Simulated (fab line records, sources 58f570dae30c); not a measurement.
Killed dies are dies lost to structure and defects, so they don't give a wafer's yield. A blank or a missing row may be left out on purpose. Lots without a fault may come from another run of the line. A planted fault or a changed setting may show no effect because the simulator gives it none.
One fault seen from 2 desks | flow berkeley_cmos170 | each desk has only its own numbers; what lay behind them comes last

THE TOOL OWNER'S DESK: plasma_asher-02
The tool's own readings at UCB170_M2_STRIP_19 (strips in O2): means of the sampled wafers that have a number, for each lot that ran on this tool. A lot is out of limits, marked OUT, if its mean lies more than 4 standard deviations from the usual mean; the brackets give that distance.
Columns: A = drypump_motor_current_A at UCB170_M2_STRIP_19, usual 5.7 A; B = oes_product_au at UCB170_M2_STRIP_19, usual 0.528 a.u.
lot  | first seen here | A   | B
L802 | day 8 15:17     | 5.3 | 0.506
L810 | day 10 05:28    | 5.0 | 0.544
L807 | day 10 07:16    | 5.0 | 0.515
L814 | day 11 05:46    | 5.0 | 0.517
L818 | day 11 17:14    | 5.3 | 0.543
L820 | day 12 03:22    | 5.0 | 0.555
L819 | day 12 04:48    | 5.0 | 0.509
This desk's finding: nothing out of limits on any of the 7 lots.

THE METROLOGY DESK
What the gauges read, lot by lot, whatever tool the lot ran on: means of the sampled wafers that have a number. A lot is out of limits, marked OUT, if its mean lies more than 4 standard deviations from the usual mean; the brackets give that distance.
Columns: A = GATE_OVL at UCB170_GATE_OVL_MEAS_13, usual -2 nm; B = cd_nm at UCB170_PLDD_CD_MEAS_06, usual 1200.3 nm; C = M2_OVL at UCB170_M2_OVL_MEAS_16, usual 2 nm
lot  | first seen here | A  | B      | C
L802 | day 7 05:27     | -4 | 1199.0 | 3
L806 | day 7 19:04     | -8 | 1201.4 | 0
L803 | day 7 19:25     | 2  | 1200.2 | -8
L809 | day 8 20:03     | 2  | 1201.7 | 1
L810 | day 8 20:28     | 1  | 1202.0 | -2
L808 | day 8 20:35     | -6 | 1200.4 | 1
L807 | day 8 20:46     | 1  | 1200.5 | -4
L812 | day 8 21:02     | 4  | 1203.4 | 2
L814 | day 9 20:15     | -3 | 1200.4 | -0
L815 | day 10 04:11    | -7 | 1200.7 | -3
L818 | day 10 10:37    | 6  | 1198.9 | 3
L817 | day 10 10:44    | 2  | 1202.0 | 3
L816 | day 10 10:58    | 1  | 1202.0 | 4
L820 | day 10 19:51    | -4 | 1198.4 | 6
L819 | day 10 20:06    | 0  | 1198.9 | 10
This desk's finding: nothing out of limits on any of the 15 lots.

PUT TOGETHER
The tool owner's desk saw nothing out of limits.
The metrology desk saw nothing out of limits.

WHAT THE SIMULATOR HAD PUT IN
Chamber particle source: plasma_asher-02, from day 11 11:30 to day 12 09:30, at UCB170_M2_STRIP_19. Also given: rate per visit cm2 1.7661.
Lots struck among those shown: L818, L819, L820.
